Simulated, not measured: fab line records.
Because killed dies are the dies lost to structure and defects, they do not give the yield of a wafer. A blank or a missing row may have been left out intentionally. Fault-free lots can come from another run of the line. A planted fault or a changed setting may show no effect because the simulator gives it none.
Split-lot trial | flow berkeleyCmos170 | route with 331 steps; 5 lots, 23 wafers read

== THE SPLIT ==
At UCB170_PWELL_COAT_08 (resist thk 900 nm), the setting spinRpm was moved away from the recipe's 1500 rpm on 11 of the 23 wafers read, by -7.1% to +4.5%. This setting was run at the recipe's value on the other wafers.

The reading comes from the split's own step.

== THE READING ==
KrF_of_PWELL_COAT_08.thkNm (the simulator's own value, which no gauge read), in nm, at UCB170_PWELL_COAT_08 (resist thk 900 nm). The file gives no usual value for it. Average 900.1 nm, standard deviation 3.3 nm, over the 12 wafers here run with the recipe.

wafer  | tool, chamber at the split | spinRpm as run, rpm | against the recipe | KrF_of_PWELL_COAT_08.thkNm, nm | against lot-mates on the recipe
L074.2 | lithoTrack-03, 0           | 1500                | recipe             | 896.3                          | -
L074.3 | lithoTrack-03, 0           | 1500                | recipe             | 896.4                          | -
L074.4 | lithoTrack-03, 0           | 1500                | recipe             | 896.4                          | -
L078.1 | lithoTrack-04, 0           | 1500                | recipe             | 899.5                          | -
L078.2 | lithoTrack-04, 0           | 1568                | +4.5%              | 882.6                          | -17.9
L078.3 | lithoTrack-04, 0           | 1568                | +4.5%              | 882.2                          | -18.3
L078.5 | lithoTrack-04, 0           | 1500                | recipe             | 900.6                          | -
L078.6 | lithoTrack-04, 0           | 1500                | recipe             | 901.4                          | -
L079.1 | lithoTrack-03, 0           | 1466                | -2.3%              | 906.7                          | +9.4
L079.2 | lithoTrack-03, 0           | 1500                | recipe             | 897.8                          | -
L079.4 | lithoTrack-03, 0           | 1500                | recipe             | 896.9                          | -
L079.5 | lithoTrack-03, 0           | 1466                | -2.3%              | 907                            | +9.7
L079.6 | lithoTrack-03, 0           | 1466                | -2.3%              | 905.2                          | +7.9
L077.1 | lithoTrack-04, 0           | 1393                | -7.1%              | 941.7                          | +36.2
L077.2 | lithoTrack-04, 0           | 1393                | -7.1%              | 938.9                          | +33.4
L077.3 | lithoTrack-04, 0           | 1500                | recipe             | 906.4                          | -
L077.4 | lithoTrack-04, 0           | 1393                | -7.1%              | 941.2                          | +35.8
L077.6 | lithoTrack-04, 0           | 1500                | recipe             | 904.5                          | -
L083.1 | lithoTrack-03, 0           | 1395                | -7.0%              | 935.9                          | +33.6
L083.2 | lithoTrack-03, 0           | 1395                | -7.0%              | 936.9                          | +34.6
L083.3 | lithoTrack-03, 0           | 1500                | recipe             | 902                            | -
L083.4 | lithoTrack-03, 0           | 1395                | -7.0%              | 935.7                          | +33.5
L083.5 | lithoTrack-03, 0           | 1500                | recipe             | 902.5                          | -

THE FIT
A straight line over all 23 wafers: KrF_of_PWELL_COAT_08.thkNm changes by -5.09 nm for each +1% of spinRpm; r = -0.98; the points scatter about the line by 4 nm.
The same after taking each lot's own level away (the mean of its wafers on the recipe; 23 wafers): -4.7 nm for each +1%; r = -1.00; scatter 1.5 nm.
According to that fit, moving spinRpm by its largest amount changes the reading by 34 nm.
The span of the lots' own levels, 896.37 to 905.45 nm, comes to 2.8 times the standard deviation stated above.
Hence the lot-to-lot level has little effect on the slope; both slopes agree.
Check: for one of the wafers moved furthest among these (-7.1%), held out of the fit, the line's prediction against its lot-mates is +33.5 nm. It came out at +36.2 nm against them.

== FURTHER SPLITS ON THESE WAFERS ==
These wafers also went through other splits before the reading. Each is held against what the fit with the lots' levels taken away leaves over:
other split on the same wafers   | wafers away from the commonest value | r with KrF_of_PWELL_COAT_08.thkNm (lot level and that fit taken away)
UCB170_ZERO_ETCH_06 overEtchFrac | 7                                    | +0.03
UCB170_NWELL_PEB_10 pebTempC     | 9                                    | +0.03
UCB170_PWELL_CVD_05 tempC        | 15                                   | -0.02

== THE WHOLE CHAIN: every reading that the file lists as answering this split, in the file's order ==
step                  | what it does      | reading                                                                     | change (the file's fit)              | r (the file's)
UCB170_PWELL_COAT_08  | resist thk 900 nm | KrF_of_PWELL_COAT_08.thkNm (the simulator's own value, which no gauge read) | -4.7 nm for each +1% of the setting  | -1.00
UCB170_PWELL_STRIP_16 | strips in O2      | stripTimeToEndpointS                                                        | withheld for each +1% of the setting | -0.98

== THE FILE'S OWN FIT ==
KrF_of_PWELL_COAT_08.thkNm changes by -4.7 nm for each +1% of spinRpm, r = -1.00.
